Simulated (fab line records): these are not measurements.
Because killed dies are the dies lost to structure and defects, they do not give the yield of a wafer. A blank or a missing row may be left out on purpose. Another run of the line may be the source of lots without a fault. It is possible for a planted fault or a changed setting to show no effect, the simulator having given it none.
Struck lot and sound lot, side by side    flow rit_cmos    17 out of 202 route steps
Sound: the wafers L134.2, L134.3, L134.4. Wafers L146.1, L146.3, L146.4 were the ones struck. The cause comes at the end.
At each step with rows: each side's tool, then ch and its chambers, then its first start. Under that, the readings that differ: sound wafers    struck wafers    difference of the means    sigmas: that difference in standard deviations of wafers without a fault.
alike: readings with means less than 2 such deviations apart, plus words and numbers identical on both sides. not compared: withheld readings, readings lacking a value on some wafer, bounds such as >300 that could conceal the same value, and numbers that have no deviation in the record and whose values overlap.
A row with sigmas, a row that says differs or no value, or rows on one side alone: a step with any of these is where the two part. Non-overlapping numbers with no deviation appear without sigmas and do not part them. A reading that every wafer of one side lacks parts them only if that side has two wafers or more.

first, 1 step without rows for these wafers: RIT_PSD_IMPLANT_08.
RIT_PSD_STRIP_09: strips in O2, time 180 s.
  sound on plasma_asher-03 ch 0,1, day 3 12:37; struck on plasma_asher-02 ch 0,1, day 6 05:41
  alike: drypump_motor_current_A
  not compared: rf_hours_counter_h
RIT_PSD_TW_MEAS_10:
  sound: film_metro-01 at day 3 12:49; struck: film_metro-01 at day 6 05:52
  alike: PSD_TW
then, 3 steps without rows for these wafers: RIT_SDANNEAL_CLEAN_00 (cleans in SC1, time 600 s); RIT_SDANNEAL_CLEAN_01 (cleans in dHF, time 30 s); RIT_SDANNEAL_CLEAN_02 (cleans in SC2, time 600 s).
RIT_SDANNEAL_RTA_03: time 5 s.
  sound on rtp_anneal-01 ch 0, day 3 13:14; struck on rtp_anneal-01 ch 0, day 6 06:17
  alike: wafer_temp_C_max
RIT_SDANNEAL_RS_MEAS_04: uses a four-point probe to measure.
  sound: film_metro-02 at day 3 13:18; struck: film_metro-03 at day 6 06:21
  alike: PSD_RS
RIT_SDANNEAL_RS_MEAS_05: uses a four-point probe to measure.
  sound: film_metro-02 at day 3 13:25; struck: film_metro-03 at day 6 06:28
reading          sound              struck             difference  sigmas
NSD_RS (ohm/sq)  84.92 84.73 84.82  84.22 83.87 84.09  -0.76       -3
RIT_SDANNEAL_RS_MEAS_06: uses a four-point probe to measure.
  sound: film_metro-02 at day 3 13:32; struck: film_metro-03 at day 6 06:35
  alike: PLDD_RS
RIT_SDANNEAL_RS_MEAS_07: uses a four-point probe to measure.
  sound: film_metro-02 at day 3 13:40; struck: film_metro-03 at day 6 06:43
  alike: NLDD_RS
then, 1 step without rows for these wafers: RIT_SILICIDE_WET_ETCH_00 (etches SiO2 in BOE, target depth 14 nm, time 15 s).
RIT_SILICIDE_SPUTTER_01: material Ti, target thk 30 nm, time 240 s.
  sound: pvd_sputter-01 at day 3 13:47; struck: pvd_sputter-02 at day 6 06:50
reading                                      sound              struck             difference  sigmas
model.Ti_of_SILICIDE_SPUTTER_01.thk_nm (nm)  29.96 29.55 29.77  51.01 51.06 50.62  +21.14      
  alike: throttle_valve_pct
RIT_SILICIDE_RS_MEAS_02: uses a four-point probe to measure.
  sound: film_metro-01 at day 3 13:57; struck: film_metro-04 at day 6 06:59
reading                  sound           struck          difference  sigmas
SILICIDE_TI_RS (ohm/sq)  48.0 48.7 48.4  24.8 24.8 25.1  -23.5       -40
RIT_SILICIDE_THK_MEAS_03: measures by xrf.
  sound: film_metro-01 at day 3 14:04; struck: film_metro-04 at day 6 07:07
reading               sound           struck          difference  sigmas
SILICIDE_TI_THK (nm)  30.6 30.2 30.3  52.0 52.2 51.7  +21.6       +65
RIT_SILICIDE_RTA_04: time 10 s, ramp up 5 s, ramp down 5 s.
  sound on rtp_anneal-02 ch 0, day 3 14:07; struck on rtp_anneal-02 ch 0, day 6 07:10
  alike: wafer_temp_C_max
RIT_M1_PROBE_99:
  sound: prober-02 at day 3 20:37; struck: prober-02 at day 6 13:37
reading                               sound              struck             difference  sigmas
model.etest.nmos_0p3.r_on_ohm_um      2154 2141 2133     2270 2271 2214     +109        
model.etest.nmos_0p15.r_on_ohm_um     1088 1110 1082     1264 1222 1188     +131        
model.etest.npoly_line.line_ohm_um    167.2 174.6 170.8  133.7 139.1 138.4  -33.8       
model.etest.contact_pplus.end_ohm_um  43.92 43.05 43.13  70.25 69.65 69.93  +26.58      
model.etest.contact_nplus.end_ohm_um  41.28 39.75 41.34  65.76 66.36 65.43  +25.06      
model.etest.ppoly_line.line_ohm_um    161.8 167 166.5    130.7 133.3 135.3  -32.0       
model.etest.ppoly_line.width_nm (nm)  101.1 100.2 100.2  97.49 96.02 94.29  -4.57       
model.etest.npoly_line.width_nm (nm)  100.7 99.49 99.06  97.18 95.22 93.8   -4.35       
  alike: killed_at_front_end, killed_dies, killed_open, killed_short

== WHERE THEY PART ==
Earliest at RIT_SDANNEAL_RS_MEAS_05; latest, in this record, at RIT_SILICIDE_THK_MEAS_03. Later steps at which nothing parts them and some readings are alike: RIT_SILICIDE_RTA_04, RIT_M1_PROBE_99.

WHY: what had been put in by the simulator
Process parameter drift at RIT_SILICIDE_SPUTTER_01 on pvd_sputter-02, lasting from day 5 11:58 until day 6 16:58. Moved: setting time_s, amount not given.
